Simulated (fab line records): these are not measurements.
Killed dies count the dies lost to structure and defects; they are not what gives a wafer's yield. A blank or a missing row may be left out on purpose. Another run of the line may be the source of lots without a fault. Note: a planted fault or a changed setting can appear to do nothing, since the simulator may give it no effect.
One fault seen from 2 desks	flow berkeley_cmos170	each desk has only its own numbers; what lay behind them comes last

== FOR THE TOOL OWNER'S DESK: lpcvd-02 ==
The tool's own readings at UCB170_NWELL_CVD_04 (deposits Si3N4 from SiH2Cl2/NH3, target thk 224 nm, time 3360 s): means of the sampled wafers that have a number, for each lot that ran on this tool. The brackets show how far a lot's mean lies from the usual mean; more than 4 standard deviations puts the lot out of limits, marked OUT.
Columns: A = spike_tc_source_C at UCB170_NWELL_CVD_04, usual 820 C
lot	first seen here	A
L603	day 3 02:13	819
L604	day 3 02:13	816
L605	day 3 08:53	819
L606	day 3 08:53	817
L608	day 4 04:16	816
L613	day 5 05:12	818
This desk's finding: nothing out of limits on any of the 6 lots.

== THE METROLOGY DESK ==
What the gauges read, lot by lot, whatever tool the lot ran on: means of the sampled wafers that have a number. The brackets show how far a lot's mean lies from the usual mean; more than 4 standard deviations puts the lot out of limits, marked OUT.
Columns: A = START_OXIDE_THK at UCB170_START_THK_MEAS_03, usual 20.2 nm; B = NWELL_NITRIDE_THK at UCB170_NWELL_THK_MEAS_05, usual 224.3 nm; C = cd_nm at UCB170_ACTIVE_CD_MEAS_13, usual 1200.3 nm
lot	first seen here	A	B	C
L600	day 1 14:48	20.5	221.0	1197.9
L601	day 1 19:59	20.5	224.4	1202.6
L602	day 2 02:21	20.6	222.7	1199.7
L603	day 2 07:02	20.4	227.4	1200.4
L604	day 2 11:06	20.2	223.3	1200.1
L605	day 2 18:02	20.1	223.5	1199.5
L606	day 2 18:03	20.1	222.0	1200.9
L607	day 3 03:13	20.6	221.6	1200.8
L608	day 3 07:43	20.5	221.5	1198.9
L613	day 4 08:17	18.7	130.5 (-45) OUT	1201.7
L618	day 5 10:49	20.0	225.7	1201.5
L619	day 5 10:50	20.1	224.4	1199.5
This desk reports L613 out of limits; the earliest was L613 at day 5 07:08 (NWELL_NITRIDE_THK at UCB170_NWELL_THK_MEAS_05). L600, L601, L602, L603, L604, L605, L606, L607, L608, L618, L619: within limits.

== PUT TOGETHER ==
An alarm was possible from the metrology desk at day 5 07:08, on L613.
The desk of the tool owner found nothing out of limits.
On record at the tool owner's desk: L613, within its limits.
Every lot named ran UCB170_NWELL_CVD_04 on lpcvd-02.

== WHAT THE SIMULATOR HAD PUT IN ==
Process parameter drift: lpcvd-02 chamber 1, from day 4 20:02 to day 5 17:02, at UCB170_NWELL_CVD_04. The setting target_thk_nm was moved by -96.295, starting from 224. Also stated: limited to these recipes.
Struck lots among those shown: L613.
Time in hours between the start of the fault and the first out-of-limits reading at each desk: metrology desk, 11.
